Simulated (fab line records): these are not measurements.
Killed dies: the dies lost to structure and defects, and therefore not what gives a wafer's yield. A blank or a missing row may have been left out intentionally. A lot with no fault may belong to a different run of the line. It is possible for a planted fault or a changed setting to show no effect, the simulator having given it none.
A sampling plan put to the test / flow rit_cmos / one fab line, 29 faults that these records tell of, each judged on the records of the lots that it struck
Plan = the line's own looks (route steps where a gauge or an inspection reads the wafer without altering it). A look can be judged if struck wafers have a number there and the file gives its usual mean and standard deviation on fault-free wafers. Caught: 4 or more of those standard deviations (sigma) separate the usual mean from the mean of the struck wafers at a look after the fault's first step. On the tool: the same test on the tool's own readings at the fault's steps. Another recipe on the struck wafers, or a record that is blank for them alone, also counts as caught.

== THE FAULTS, as the simulator had put them in ==
1. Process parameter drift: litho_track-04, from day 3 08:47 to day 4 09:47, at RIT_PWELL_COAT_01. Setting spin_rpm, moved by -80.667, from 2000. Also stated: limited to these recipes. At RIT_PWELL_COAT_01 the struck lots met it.
2. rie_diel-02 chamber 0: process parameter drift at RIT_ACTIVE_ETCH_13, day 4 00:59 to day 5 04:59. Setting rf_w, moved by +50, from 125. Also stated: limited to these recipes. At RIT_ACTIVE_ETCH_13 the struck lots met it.
3. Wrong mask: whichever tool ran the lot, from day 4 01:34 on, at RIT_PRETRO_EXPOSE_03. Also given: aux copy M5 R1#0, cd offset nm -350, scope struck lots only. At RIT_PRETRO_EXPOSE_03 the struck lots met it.
4. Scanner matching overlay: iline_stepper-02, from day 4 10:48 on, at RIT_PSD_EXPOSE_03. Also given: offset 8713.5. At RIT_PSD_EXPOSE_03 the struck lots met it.
5. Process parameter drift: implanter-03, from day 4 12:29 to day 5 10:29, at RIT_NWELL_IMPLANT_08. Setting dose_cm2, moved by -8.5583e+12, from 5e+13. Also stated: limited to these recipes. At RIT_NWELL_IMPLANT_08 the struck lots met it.
6. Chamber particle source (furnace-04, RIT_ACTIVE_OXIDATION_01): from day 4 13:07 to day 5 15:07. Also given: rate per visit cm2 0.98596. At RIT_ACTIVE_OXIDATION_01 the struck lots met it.
7. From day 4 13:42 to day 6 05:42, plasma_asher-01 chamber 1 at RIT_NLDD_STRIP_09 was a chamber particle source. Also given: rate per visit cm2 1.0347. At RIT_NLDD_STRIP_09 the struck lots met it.
8. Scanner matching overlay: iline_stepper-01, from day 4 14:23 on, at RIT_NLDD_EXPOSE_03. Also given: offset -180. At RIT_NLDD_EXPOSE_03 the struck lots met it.
9. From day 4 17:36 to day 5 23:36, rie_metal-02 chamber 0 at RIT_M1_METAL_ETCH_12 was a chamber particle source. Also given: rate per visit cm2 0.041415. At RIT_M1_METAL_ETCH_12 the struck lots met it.
10. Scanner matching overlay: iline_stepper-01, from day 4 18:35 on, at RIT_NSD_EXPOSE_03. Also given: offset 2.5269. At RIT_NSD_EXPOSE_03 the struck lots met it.
11. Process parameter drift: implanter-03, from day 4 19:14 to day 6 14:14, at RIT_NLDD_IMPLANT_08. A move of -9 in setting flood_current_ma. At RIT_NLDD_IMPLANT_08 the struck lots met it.
12. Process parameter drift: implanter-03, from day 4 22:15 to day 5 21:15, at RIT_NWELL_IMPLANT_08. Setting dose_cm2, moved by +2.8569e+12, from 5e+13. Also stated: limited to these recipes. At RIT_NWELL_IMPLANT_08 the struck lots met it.
13. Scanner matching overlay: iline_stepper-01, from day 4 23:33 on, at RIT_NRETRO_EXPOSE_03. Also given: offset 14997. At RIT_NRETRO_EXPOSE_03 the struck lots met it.
14. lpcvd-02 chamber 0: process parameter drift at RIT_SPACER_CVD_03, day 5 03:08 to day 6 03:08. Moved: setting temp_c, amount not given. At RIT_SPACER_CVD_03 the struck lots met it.
15. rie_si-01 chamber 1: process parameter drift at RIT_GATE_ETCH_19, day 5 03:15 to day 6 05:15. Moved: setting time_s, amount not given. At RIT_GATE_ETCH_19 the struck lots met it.
16. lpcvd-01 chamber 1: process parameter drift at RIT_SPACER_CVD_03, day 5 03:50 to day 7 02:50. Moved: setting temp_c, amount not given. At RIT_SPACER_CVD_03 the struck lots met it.
17. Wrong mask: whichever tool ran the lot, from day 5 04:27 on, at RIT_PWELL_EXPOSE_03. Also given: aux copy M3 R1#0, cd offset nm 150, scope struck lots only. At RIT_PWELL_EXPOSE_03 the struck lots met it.
18. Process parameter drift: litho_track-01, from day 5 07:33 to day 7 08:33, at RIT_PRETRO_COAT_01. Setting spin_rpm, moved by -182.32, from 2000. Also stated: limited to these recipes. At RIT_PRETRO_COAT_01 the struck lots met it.
19. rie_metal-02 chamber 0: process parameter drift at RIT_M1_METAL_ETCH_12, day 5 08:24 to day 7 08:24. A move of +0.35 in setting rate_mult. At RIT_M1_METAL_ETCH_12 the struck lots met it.
20. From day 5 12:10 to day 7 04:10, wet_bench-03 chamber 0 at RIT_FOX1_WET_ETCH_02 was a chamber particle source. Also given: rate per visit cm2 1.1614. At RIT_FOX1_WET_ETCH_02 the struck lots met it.
21. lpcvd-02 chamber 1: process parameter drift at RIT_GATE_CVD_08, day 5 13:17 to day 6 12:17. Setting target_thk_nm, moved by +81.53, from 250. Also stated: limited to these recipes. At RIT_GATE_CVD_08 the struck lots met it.
22. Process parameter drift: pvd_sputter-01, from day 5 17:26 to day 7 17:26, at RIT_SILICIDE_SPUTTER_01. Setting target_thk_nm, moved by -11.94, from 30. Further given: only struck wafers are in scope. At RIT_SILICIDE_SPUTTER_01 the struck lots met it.
23. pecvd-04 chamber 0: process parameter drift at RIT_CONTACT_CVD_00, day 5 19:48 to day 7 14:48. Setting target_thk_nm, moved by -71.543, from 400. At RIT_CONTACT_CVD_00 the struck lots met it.
24. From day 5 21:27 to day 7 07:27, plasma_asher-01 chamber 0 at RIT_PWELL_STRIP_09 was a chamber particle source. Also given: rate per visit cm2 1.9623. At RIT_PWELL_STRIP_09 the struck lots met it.
25. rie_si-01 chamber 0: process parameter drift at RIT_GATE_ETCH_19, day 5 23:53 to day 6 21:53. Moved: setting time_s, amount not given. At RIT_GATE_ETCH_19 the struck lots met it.
26. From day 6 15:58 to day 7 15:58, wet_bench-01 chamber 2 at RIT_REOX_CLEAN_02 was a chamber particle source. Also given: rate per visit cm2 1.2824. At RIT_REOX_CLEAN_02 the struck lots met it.
27. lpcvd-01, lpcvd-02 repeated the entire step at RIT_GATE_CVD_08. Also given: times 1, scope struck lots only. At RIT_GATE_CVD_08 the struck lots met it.
28. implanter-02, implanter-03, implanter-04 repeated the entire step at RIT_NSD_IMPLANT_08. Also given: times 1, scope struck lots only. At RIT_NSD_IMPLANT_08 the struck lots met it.
29. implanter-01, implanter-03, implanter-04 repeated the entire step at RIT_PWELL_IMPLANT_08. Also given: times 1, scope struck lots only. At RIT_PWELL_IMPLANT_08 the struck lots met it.

== WHAT THE PLAN SAW ==
fault=1; on the tool itself=spin_speed_rpm -53 sigma; first look that catches it=not the one look that can be judged after it; reading, sigma=-; median hours from its first step to that look=-; hours from the fault's start to the first struck lot there=-; judged looks passed uncaught=1
fault=2; on the tool itself=rf_fwd_power_W +99 or beyond sigma; first look that catches it=no look after it can be judged; reading, sigma=-; median hours from its first step to that look=-; hours from the fault's start to the first struck lot there=-; judged looks passed uncaught=0
fault=3; on the tool itself=under 2 sigma; first look that catches it=no look after it can be judged; reading, sigma=-; median hours from its first step to that look=-; hours from the fault's start to the first struck lot there=-; judged looks passed uncaught=0
fault=4; on the tool itself=no reading that can be judged; first look that catches it=no look after it can be judged; reading, sigma=-; median hours from its first step to that look=-; hours from the fault's start to the first struck lot there=-; judged looks passed uncaught=0
fault=5; on the tool itself=dose_ions_cm2 -99 or beyond sigma; first look that catches it=RIT_NWELL_TW_MEAS_10; reading, sigma=NWELL_TW -4.8; median hours from its first step to that look=0.3; hours from the fault's start to the first struck lot there=3; judged looks passed uncaught=0
fault=6; on the tool itself=no reading that can be judged; first look that catches it=none of the 3 looks that can be judged after it; reading, sigma=-; median hours from its first step to that look=-; hours from the fault's start to the first struck lot there=-; judged looks passed uncaught=3
fault=7; on the tool itself=under 2 sigma; first look that catches it=none of the 2 looks that can be judged after it; reading, sigma=-; median hours from its first step to that look=-; hours from the fault's start to the first struck lot there=-; judged looks passed uncaught=2
fault=8; on the tool itself=no reading that can be judged; first look that catches it=RIT_NLDD_OVL_MEAS_06; reading, sigma=NLDD_OVL -99 or beyond; median hours from its first step to that look=0.4; hours from the fault's start to the first struck lot there=9; judged looks passed uncaught=0
fault=9; on the tool itself=under 2 sigma; first look that catches it=no look after it can be judged; reading, sigma=-; median hours from its first step to that look=-; hours from the fault's start to the first struck lot there=-; judged looks passed uncaught=0
fault=10; on the tool itself=no reading that can be judged; first look that catches it=no look after it can be judged; reading, sigma=-; median hours from its first step to that look=-; hours from the fault's start to the first struck lot there=-; judged looks passed uncaught=0
fault=11; on the tool itself=no reading that can be judged; first look that catches it=none of the 5 looks that can be judged after it; reading, sigma=-; median hours from its first step to that look=-; hours from the fault's start to the first struck lot there=-; judged looks passed uncaught=5
fault=12; on the tool itself=dose_ions_cm2 +51 sigma; first look that catches it=RIT_WELLDRIVE_RS_MEAS_01; reading, sigma=NWELL_RS -11; median hours from its first step to that look=7.1; hours from the fault's start to the first struck lot there=10; judged looks passed uncaught=0
fault=13; on the tool itself=no reading that can be judged; first look that catches it=no look after it can be judged; reading, sigma=-; median hours from its first step to that look=-; hours from the fault's start to the first struck lot there=-; judged looks passed uncaught=0
fault=14; on the tool itself=susceptor_temp_C +64 sigma; first look that catches it=RIT_SPACER_THK_MEAS_04; reading, sigma=SPACER_NITRIDE_THK +65; median hours from its first step to that look=1.9; hours from the fault's start to the first struck lot there=11; judged looks passed uncaught=0
fault=15; on the tool itself=run_length_s +13 sigma; first look that catches it=no look after it can be judged; reading, sigma=-; median hours from its first step to that look=-; hours from the fault's start to the first struck lot there=-; judged looks passed uncaught=0
fault=16; on the tool itself=spike_tc_centre_C +14 sigma; first look that catches it=RIT_SPACER_THK_MEAS_04; reading, sigma=SPACER_NITRIDE_THK +48; median hours from its first step to that look=1.9; hours from the fault's start to the first struck lot there=1; judged looks passed uncaught=0
fault=17; on the tool itself=no reading that can be judged; first look that catches it=no look after it can be judged; reading, sigma=-; median hours from its first step to that look=-; hours from the fault's start to the first struck lot there=-; judged looks passed uncaught=0
fault=18; on the tool itself=spin_speed_rpm -99 or beyond sigma; first look that catches it=not the one look that can be judged after it; reading, sigma=-; median hours from its first step to that look=-; hours from the fault's start to the first struck lot there=-; judged looks passed uncaught=1
fault=19; on the tool itself=under 2 sigma; first look that catches it=not the one look that can be judged after it; reading, sigma=strongest: cd_nm at RIT_M1_CD_MEAS_90, -2.7; median hours from its first step to that look=-; hours from the fault's start to the first struck lot there=-; judged looks passed uncaught=1
fault=20; on the tool itself=under 2 sigma; first look that catches it=none of the 2 looks that can be judged after it; reading, sigma=-; median hours from its first step to that look=-; hours from the fault's start to the first struck lot there=-; judged looks passed uncaught=2
fault=21; on the tool itself=no reading that can be judged; first look that catches it=RIT_GATE_THK_MEAS_09; reading, sigma=GATE_POLY_THK +40; median hours from its first step to that look=1.6; hours from the fault's start to the first struck lot there=8; judged looks passed uncaught=0
fault=22; on the tool itself=under 2 sigma; first look that catches it=RIT_SILICIDE_RS_MEAS_02; reading, sigma=SILICIDE_TI_RS +47; median hours from its first step to that look=0.1; hours from the fault's start to the first struck lot there=7; judged looks passed uncaught=0
fault=23; on the tool itself=under 2 sigma; first look that catches it=RIT_CONTACT_THK_MEAS_01; reading, sigma=CONTACT_TEOS_THK -15; median hours from its first step to that look=0.1; hours from the fault's start to the first struck lot there=22; judged looks passed uncaught=0
fault=24; on the tool itself=under 2 sigma; first look that catches it=no look after it can be judged; reading, sigma=-; median hours from its first step to that look=-; hours from the fault's start to the first struck lot there=-; judged looks passed uncaught=0
fault=25; on the tool itself=run_length_s +98 sigma; first look that catches it=no look after it can be judged; reading, sigma=-; median hours from its first step to that look=-; hours from the fault's start to the first struck lot there=-; judged looks passed uncaught=0
fault=26; on the tool itself=no reading that can be judged; first look that catches it=no look after it can be judged; reading, sigma=-; median hours from its first step to that look=-; hours from the fault's start to the first struck lot there=-; judged looks passed uncaught=0
fault=27; on the tool itself=no reading that can be judged; first look that catches it=RIT_GATE_THK_MEAS_09; reading, sigma=GATE_POLY_THK +99 or beyond; median hours from its first step to that look=4.2; hours from the fault's start to the first struck lot there=-; judged looks passed uncaught=0
fault=28; on the tool itself=no reading that can be judged; first look that catches it=RIT_NSD_TW_MEAS_10; reading, sigma=NSD_TW +11; median hours from its first step to that look=0.6; hours from the fault's start to the first struck lot there=-; judged looks passed uncaught=0
fault=29; on the tool itself=no reading that can be judged; first look that catches it=RIT_PWELL_TW_MEAS_10; reading, sigma=PWELL_TW +25; median hours from its first step to that look=0.6; hours from the fault's start to the first struck lot there=-; judged looks passed uncaught=0
A dash: the fault is not caught, or the number is missing from these records.

Caught at a look: 11 of 29. Caught on the tool: 9 of 29. By one or the other: 16 of 29.
Caught on the tool alone: faults 1, 2, 15, 18, 25.
Caught at a look alone: faults 8, 21, 22, 23, 27, 28, 29.
Caught by neither: faults 3, 4, 6, 7, 9, 10, 11, 13, 17, 19, 20, 24, 26.

== THINNER SAMPLING ==
If the look that catches a fault measured only every second or every third lot, by lot number, the first struck lot would be measured this late in the worst case:
fault=5; struck lots at that look, in order of time=L684, L685, L686; every lot=3 h; every second lot=8 h; every third lot=12 h
fault=8; struck lots at that look, in order of time=L896, L900, L901; every lot=9 h; every second lot=34 h; every third lot=34 h
fault=12; struck lots at that look, in order of time=L586, L589; every lot=10 h; every second lot=26 h; every third lot=may miss all 2
fault=14; struck lots at that look, in order of time=L600; every lot=11 h; every second lot=may miss it; every third lot=may miss it
fault=16; struck lots at that look, in order of time=L101; every lot=1 h; every second lot=may miss it; every third lot=may miss it
fault=21; struck lots at that look, in order of time=L332; every lot=8 h; every second lot=may miss it; every third lot=may miss it
fault=22; struck lots at that look, in order of time=L384; every lot=7 h; every second lot=may miss it; every third lot=may miss it
fault=23; struck lots at that look, in order of time=L894; every lot=22 h; every second lot=may miss it; every third lot=may miss it
Hours count from the start of the fault until the first struck lot that is measured. The limit of 4 sigma was tested on all struck wafers together, so one lot alone may lie under it. Other struck lots may not be in these records.

== THE LONGEST TIMED WAY FROM STEP TO LOOK ==
Fault 12: the median time between RIT_NWELL_IMPLANT_08 and RIT_WELLDRIVE_RS_MEAS_01 is 7.1 hours. No look between them can be judged.
